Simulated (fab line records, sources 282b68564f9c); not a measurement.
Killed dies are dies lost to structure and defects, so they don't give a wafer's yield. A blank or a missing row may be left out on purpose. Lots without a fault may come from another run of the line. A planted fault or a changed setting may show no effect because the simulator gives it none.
A struck lot beside a sound one | flow rit_cmos | 44 steps out of a route of 202
Sound: wafers L185.3, L185.5, L185.6. Struck: wafers L191.3, L191.5, L191.6. The cause comes at the end.
At each step with rows: each side's tool, then ch and its chambers, then its first start. Under that, the readings that differ: sound wafers | struck wafers | difference of the means | sigmas: that difference in standard deviations of wafers without a fault.
alike: readings whose means differ by less than 2 such deviations, and words and numbers that are the same on both sides. not compared: withheld readings, readings that some wafer has no value for, bounds like >300 that may hide the same value, and numbers for which the record gives no deviation and whose values overlap.
The two part at a step that has a row with sigmas, a row that says differs or no value, or rows on one side only. Numbers that don't overlap but have no deviation are shown without sigmas and don't part them. A reading that every wafer of one side lacks parts them only if that side has two wafers or more.

first, 2 steps without rows for these wafers: RIT_NLDD_HARDBAKE_07 (time 60 s); RIT_NLDD_IMPLANT_08.
RIT_NLDD_STRIP_09: strips in O2, time 180 s.
  sound on plasma_asher-03 ch 0,1, day 3 05:14; struck on plasma_asher-03 ch 0,1, day 4 10:14
  alike: chamber_pressure_mTorr, drypump_motor_current_A
  not compared: rf_hours_counter_h
RIT_NLDD_TW_MEAS_10:
  sound on film_metro-01, day 3 05:22; struck on film_metro-03, day 4 10:22
  alike: NLDD_TW
then, 6 steps without rows for these wafers: RIT_PLDD_HMDS_00 (prime time 60 s); RIT_PLDD_COAT_01 (resist thk 1000 nm); RIT_PLDD_SOFTBAKE_02 (time 60 s); RIT_PLDD_EXPOSE_03 (exposes mask M8, target cd 40900 nm); RIT_PLDD_PEB_04; RIT_PLDD_DEVELOP_05 (develop time 50 s).
RIT_PLDD_OVL_MEAS_06:
  sound on overlay-02, day 3 06:16; struck on overlay-02, day 4 11:24
  reading       | sound          | struck        | difference | sigmas
  PLDD_OVL (nm) | -2.8 -6.5 -4.8 | 0.4 -0.4 -0.7 | +4.5       | +3
then, 1 step without rows for these wafers: RIT_PLDD_HARDBAKE_07 (time 60 s).
RIT_PLDD_IMPLANT_08:
  sound on implanter-01 ch 0, day 3 06:29; struck on implanter-01 ch 0, day 4 11:37
  reading            | sound                         | struck                      | difference | sigmas
  dose_ions_cm2      | 8.978e+14 8.981e+14 8.974e+14 | 6.09e+14 6.112e+14 6.08e+14 | -2.88e+14  | -99 or more
  faraday_current_uA | 2776 2827 2905                | 1937 1931 1882              | -919       | -15
  alike: beam_on_s
RIT_PLDD_STRIP_09: strips in O2, time 180 s.
  sound on plasma_asher-03 ch 0,1, day 3 06:39; struck on plasma_asher-03 ch 0,1, day 4 11:47
  alike: chamber_pressure_mTorr, drypump_motor_current_A
  not compared: rf_hours_counter_h
RIT_PLDD_TW_MEAS_10:
  sound on film_metro-02, day 3 06:47; struck on film_metro-03, day 4 11:55
  reading | sound          | struck         | difference | sigmas
  PLDD_TW | 2374 2387 2387 | 2104 2105 2108 | -277       | -11
then, 4 steps without rows for these wafers: RIT_SPACER_CLEAN_00 (cleans in SC1, time 600 s); RIT_SPACER_CLEAN_01 (cleans in dHF, time 30 s); RIT_SPACER_CLEAN_02 (cleans in SC2, time 600 s); RIT_SPACER_CVD_03 (deposits Si3N4 from SiH2Cl2/NH3, target thk 250 nm, time 3300 s).
RIT_SPACER_THK_MEAS_04:
  sound on film_metro-04, day 3 09:08; struck on film_metro-01, day 4 14:17
  alike: SPACER_NITRIDE_THK
RIT_SPACER_ETCHBACK_05: etches Si3N4 in SF6/CHF3, stops on SiO2, target depth 250 nm, time 240 s.
  sound on rie_diel-04 ch 0,1, day 3 09:10; struck on rie_diel-04 ch 1,2,3, day 4 14:19
  alike: chamber_pressure_mTorr, drypump_motor_current_A, oes_product_au, rf_fwd_power_W, throttle_valve_pct
  not compared: rf_hours_counter_h
then, 6 steps without rows for these wafers: RIT_NSD_HMDS_00 (prime time 60 s); RIT_NSD_COAT_01 (resist thk 1000 nm); RIT_NSD_SOFTBAKE_02 (time 60 s); RIT_NSD_EXPOSE_03 (exposes mask M9, target cd 40700 nm); RIT_NSD_PEB_04; RIT_NSD_DEVELOP_05 (develop time 50 s).
RIT_NSD_OVL_MEAS_06:
  sound on overlay-02, day 3 10:11; struck on overlay-02, day 4 15:29
  alike: NSD_OVL
then, 2 steps without rows for these wafers: RIT_NSD_HARDBAKE_07 (time 60 s); RIT_NSD_IMPLANT_08.
RIT_NSD_STRIP_09: strips in O2, time 180 s.
  sound on plasma_asher-03 ch 0,1, day 3 10:34; struck on plasma_asher-03 ch 0,1, day 4 15:52
  alike: chamber_pressure_mTorr, drypump_motor_current_A
  not compared: rf_hours_counter_h
RIT_NSD_TW_MEAS_10:
  sound on film_metro-03, day 3 10:42; struck on film_metro-02, day 4 16:00
  alike: NSD_TW
then, 6 steps without rows for these wafers: RIT_PSD_HMDS_00 (prime time 60 s); RIT_PSD_COAT_01 (resist thk 1000 nm); RIT_PSD_SOFTBAKE_02 (time 60 s); RIT_PSD_EXPOSE_03 (exposes mask M10, target cd 40900 nm); RIT_PSD_PEB_04; RIT_PSD_DEVELOP_05 (develop time 50 s).
RIT_PSD_OVL_MEAS_06:
  sound on overlay-01, day 3 11:44; struck on overlay-02, day 4 16:55
  alike: PSD_OVL
then, 2 steps without rows for these wafers: RIT_PSD_HARDBAKE_07 (time 60 s); RIT_PSD_IMPLANT_08.
RIT_PSD_STRIP_09: strips in O2, time 180 s.
  sound on plasma_asher-04 ch 0,1, day 3 12:07; struck on plasma_asher-02 ch 0,1, day 4 17:17
  alike: chamber_pressure_mTorr, drypump_motor_current_A
  not compared: rf_hours_counter_h
RIT_SDANNEAL_RS_MEAS_06: measures by four-point-probe.
  sound on film_metro-03, day 3 13:25; struck on film_metro-03, day 4 18:11
  reading          | sound             | struck            | difference | sigmas
  PLDD_RS (ohm/sq) | 178.1 178.8 178.4 | 223.3 223.0 223.5 | +44.8      | +97
RIT_M1_PROBE_99:
  the record has rows for the sound wafers here (prober-02, day 3 20:41) and none for the struck ones

WHERE THEY PART
First at RIT_PLDD_OVL_MEAS_06; last, within this record, at RIT_M1_PROBE_99.

WHY: what the simulator had put in
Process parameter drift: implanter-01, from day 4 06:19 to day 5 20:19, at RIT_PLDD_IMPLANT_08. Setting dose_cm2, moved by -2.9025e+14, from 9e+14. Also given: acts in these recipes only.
